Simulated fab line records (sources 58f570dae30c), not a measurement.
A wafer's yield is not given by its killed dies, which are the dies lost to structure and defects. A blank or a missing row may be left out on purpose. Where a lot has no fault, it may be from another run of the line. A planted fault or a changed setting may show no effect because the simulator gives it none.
Which tool is to blame? :: flow berkeleyCmos170 :: Sampling: 14 lots, 42 wafers, 3 of 331 route steps

WHAT THE GAUGES SHOWED, per wafer
UCB170_ACTIVE_THK_MEAS_06. Usual: ACTIVE_NITRIDE_THK typically reads 219.7 nm, with standard deviation 2.8.
lot: L463
measured: day 3 23:11
on: filmMetro-02
ACTIVE_NITRIDE_THK (nm): 224.8 224.1 223.8
flag: 

lot: L466
measured: day 4 13:34
on: filmMetro-03
ACTIVE_NITRIDE_THK (nm): 219.4 217.7 218.5
flag: 

lot: L465
measured: day 4 13:34
on: filmMetro-01
ACTIVE_NITRIDE_THK (nm): 216.3 218.6 217.9
flag: 

lot: L467
measured: day 4 13:34
on: filmMetro-02
ACTIVE_NITRIDE_THK (nm): 216.3 219.2 218.7
flag: 

lot: L468
measured: day 4 22:34
on: filmMetro-03
ACTIVE_NITRIDE_THK (nm): 217.9 217.2 217.3
flag: 

lot: L469
measured: day 5 12:28
on: filmMetro-03
ACTIVE_NITRIDE_THK (nm): 217.3 218.3 218.7
flag: 

lot: L470
measured: day 5 12:29
on: filmMetro-01
ACTIVE_NITRIDE_THK (nm): 222.2 223.2 219.6
flag: 

lot: L472
measured: day 5 22:55
on: filmMetro-02
ACTIVE_NITRIDE_THK (nm): 214.6 217.2 215.6
flag: 

lot: L471
measured: day 5 16:28
on: filmMetro-02
ACTIVE_NITRIDE_THK (nm): 223.8 223.9 222.8
flag: 

lot: L474
measured: day 6 07:31
on: filmMetro-01
ACTIVE_NITRIDE_THK (nm): 163.7 166.0 164.1
flag: OFF

lot: L473
measured: day 6 07:31
on: filmMetro-03
ACTIVE_NITRIDE_THK (nm): 166.4 168.3 166.2
flag: OFF

lot: L483
measured: day 8 15:59
on: filmMetro-02
ACTIVE_NITRIDE_THK (nm): 217.2 217.6 216.6
flag: 

lot: L484
measured: day 8 22:55
on: filmMetro-01
ACTIVE_NITRIDE_THK (nm): 220.5 222.7 222.8
flag: 

lot: L485
measured: day 8 22:53
on: filmMetro-02
ACTIVE_NITRIDE_THK (nm): 223.6 223.1 224.0
flag: 

TOOL THAT RAN EACH LOT (tool first, then ch and the chambers of the sampled wafers, then the start)
lot: L463
UCB170_NWELL_ETCH_13: rieDiel-01 ch 1,2, day 2 06:40
UCB170_ACTIVE_CVD_05: lpcvd-02 ch 0, day 3 21:13

lot: L466
UCB170_NWELL_ETCH_13: rieDiel-03 ch 0,2,3, day 2 18:36
UCB170_ACTIVE_CVD_05: lpcvd-01 ch 0, day 4 11:39

lot: L465
UCB170_NWELL_ETCH_13: rieDiel-01 ch 0,1,3, day 2 18:57
UCB170_ACTIVE_CVD_05: lpcvd-01 ch 1, day 4 11:39

lot: L467
UCB170_NWELL_ETCH_13: rieDiel-01 ch 1,2, day 2 22:32
UCB170_ACTIVE_CVD_05: lpcvd-01 ch 1, day 4 11:39

lot: L468
UCB170_NWELL_ETCH_13: rieDiel-03 ch 0,3, day 3 07:02
UCB170_ACTIVE_CVD_05: lpcvd-01 ch 0, day 4 20:39

lot: L469
UCB170_NWELL_ETCH_13: rieDiel-01 ch 0,1,3, day 3 17:05
UCB170_ACTIVE_CVD_05: lpcvd-01 ch 1, day 5 10:32

lot: L470
UCB170_NWELL_ETCH_13: rieDiel-01 ch 2,3, day 3 18:52
UCB170_ACTIVE_CVD_05: lpcvd-01 ch 0, day 5 10:32

lot: L472
UCB170_NWELL_ETCH_13: rieDiel-01 ch 1,3, day 4 04:10
UCB170_ACTIVE_CVD_05: lpcvd-01 ch 1, day 5 21:00

lot: L471
UCB170_NWELL_ETCH_13: rieDiel-03 ch 0,1,2, day 4 04:29
UCB170_ACTIVE_CVD_05: lpcvd-01 ch 1, day 5 14:32

lot: L474
UCB170_NWELL_ETCH_13: rieDiel-03 ch 1,3, day 4 10:06
UCB170_ACTIVE_CVD_05: lpcvd-01 ch 0, day 6 05:36

lot: L473
UCB170_NWELL_ETCH_13: rieDiel-01 ch 2,3, day 4 10:22
UCB170_ACTIVE_CVD_05: lpcvd-01 ch 0, day 6 05:36

lot: L483
UCB170_NWELL_ETCH_13: rieDiel-03 ch 0,3, day 6 13:42
UCB170_ACTIVE_CVD_05: lpcvd-02 ch 0, day 8 14:04

lot: L484
UCB170_NWELL_ETCH_13: rieDiel-01 ch 1,2,3, day 6 20:12
UCB170_ACTIVE_CVD_05: lpcvd-02 ch 0, day 8 20:54

lot: L485
UCB170_NWELL_ETCH_13: rieDiel-01 ch 0,1,3, day 6 23:40
UCB170_ACTIVE_CVD_05: lpcvd-02 ch 1, day 8 20:54
- UCB170_NWELL_ETCH_13: etches Si3N4 in CH3F/Ar/O2, stops on SiO2, target depth 246.4 nm, time 154 s.
- UCB170_ACTIVE_CVD_05: deposits Si3N4 from SiH2Cl2/NH3, target thk 220 nm, time 3300 s.

WHAT THE TOOLS THEMSELVES READ (means of the sampled wafers that have a number; where no wafer has one, the mark that the record gives instead)
UCB170_NWELL_ETCH_13. Usual: O2_flow_sccm 7.000 sccm, standard deviation 0.019; drypumpMotorCurrentA 5.5 A, standard deviation 0.48; mfcArSccm 50.00 sccm, standard deviation 0.15; oesProductAu 0.935 a.u., standard deviation 0.013; throttleValvePct 8.14 %, standard deviation 0.13.
lot: L463
tool: rieDiel-01
O2_flow_sccm (sccm): 7.006
drypumpMotorCurrentA (A): 4.9
mfcArSccm (sccm): 50.11
oesProductAu (a.u.): 0.922
throttleValvePct (%): 8.24
flag: 

lot: L466
tool: rieDiel-03
O2_flow_sccm (sccm): 7.017
drypumpMotorCurrentA (A): 5.7
mfcArSccm (sccm): 50.01
oesProductAu (a.u.): 0.928
throttleValvePct (%): 8.01
flag: 

lot: L465
tool: rieDiel-01
O2_flow_sccm (sccm): 7.019
drypumpMotorCurrentA (A): 5.3
mfcArSccm (sccm): 50.01
oesProductAu (a.u.): 0.924
throttleValvePct (%): 8.19
flag: 

lot: L467
tool: rieDiel-01
O2_flow_sccm (sccm): 6.999
drypumpMotorCurrentA (A): 4.9
mfcArSccm (sccm): 49.93
oesProductAu (a.u.): 0.921
throttleValvePct (%): 8.24
flag: 

lot: L468
tool: rieDiel-03
O2_flow_sccm (sccm): 7.014
drypumpMotorCurrentA (A): 5.9
mfcArSccm (sccm): 49.98
oesProductAu (a.u.): 0.943
throttleValvePct (%): 7.93
flag: 

lot: L469
tool: rieDiel-01
O2_flow_sccm (sccm): 6.999
drypumpMotorCurrentA (A): 5.3
mfcArSccm (sccm): 49.92
oesProductAu (a.u.): 0.952
throttleValvePct (%): 8.20
flag: 

lot: L470
tool: rieDiel-01
O2_flow_sccm (sccm): 7.013
drypumpMotorCurrentA (A): 5.4
mfcArSccm (sccm): 50.04
oesProductAu (a.u.): 0.940
throttleValvePct (%): 8.19
flag: 

lot: L472
tool: rieDiel-01
O2_flow_sccm (sccm): 7.010
drypumpMotorCurrentA (A): 5.2
mfcArSccm (sccm): 49.91
oesProductAu (a.u.): 0.935
throttleValvePct (%): 8.23
flag: 

lot: L471
tool: rieDiel-03
O2_flow_sccm (sccm): 7.014
drypumpMotorCurrentA (A): 5.9
mfcArSccm (sccm): 50.21
oesProductAu (a.u.): 0.934
throttleValvePct (%): 8.03
flag: 

lot: L474
tool: rieDiel-03
O2_flow_sccm (sccm): 7.002
drypumpMotorCurrentA (A): 5.8
mfcArSccm (sccm): 50.18
oesProductAu (a.u.): 0.924
throttleValvePct (%): 7.89
flag: 

lot: L473
tool: rieDiel-01
O2_flow_sccm (sccm): 7.014
drypumpMotorCurrentA (A): 5.4
mfcArSccm (sccm): 49.83
oesProductAu (a.u.): 0.952
throttleValvePct (%): 8.19
flag: 

lot: L483
tool: rieDiel-03
O2_flow_sccm (sccm): 6.980
drypumpMotorCurrentA (A): 5.9
mfcArSccm (sccm): 50.05
oesProductAu (a.u.): 0.934
throttleValvePct (%): 7.93
flag: 

lot: L484
tool: rieDiel-01
O2_flow_sccm (sccm): 6.989
drypumpMotorCurrentA (A): 5.3
mfcArSccm (sccm): 49.98
oesProductAu (a.u.): 0.943
throttleValvePct (%): 8.21
flag: 

lot: L485
tool: rieDiel-01
O2_flow_sccm (sccm): 7.015
drypumpMotorCurrentA (A): 5.3
mfcArSccm (sccm): 50.00
oesProductAu (a.u.): 0.914
throttleValvePct (%): 8.21
flag: 

THE ANSWER, worked out from the rows above alone
Rule: a lot is off if the mean of its wafers that have a number lies more than 3 standard deviations from the usual mean. A lot without any number at a reading at which 4 lots or more have one is off too. Where the step has rows for the other lots, those lots are counted as sound. Order of review: gauges by route order, followed by the tools' own readings, for which a lot's mean as printed above is used. The first step at which some lot is off is used, and at that step the reading that is off furthest; a lot without a number counts as furthest.
Off: L474, L473, at UCB170_ACTIVE_THK_MEAS_06 (ACTIVE_NITRIDE_THK).
If a tool, at a process step before that reading, ran all the lots that are off and no sound lot after the first of them, it fits. Those tools and the gauges at UCB170_ACTIVE_THK_MEAS_06 are tried in the same way. One candidate fits, namely lpcvd-01 at UCB170_ACTIVE_CVD_05. A fault onset in the window from L472 (day 5 21:00, its last sound lot) to L473 (day 6 05:36, its first lot off) fits.

WHAT THE SIMULATOR PUT IN
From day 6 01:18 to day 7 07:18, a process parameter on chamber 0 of lpcvd-01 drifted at UCB170_ACTIVE_CVD_05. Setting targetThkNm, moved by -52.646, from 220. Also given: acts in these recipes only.
Shown lots that were struck: L473, L474. The rule given above showed the same thing.
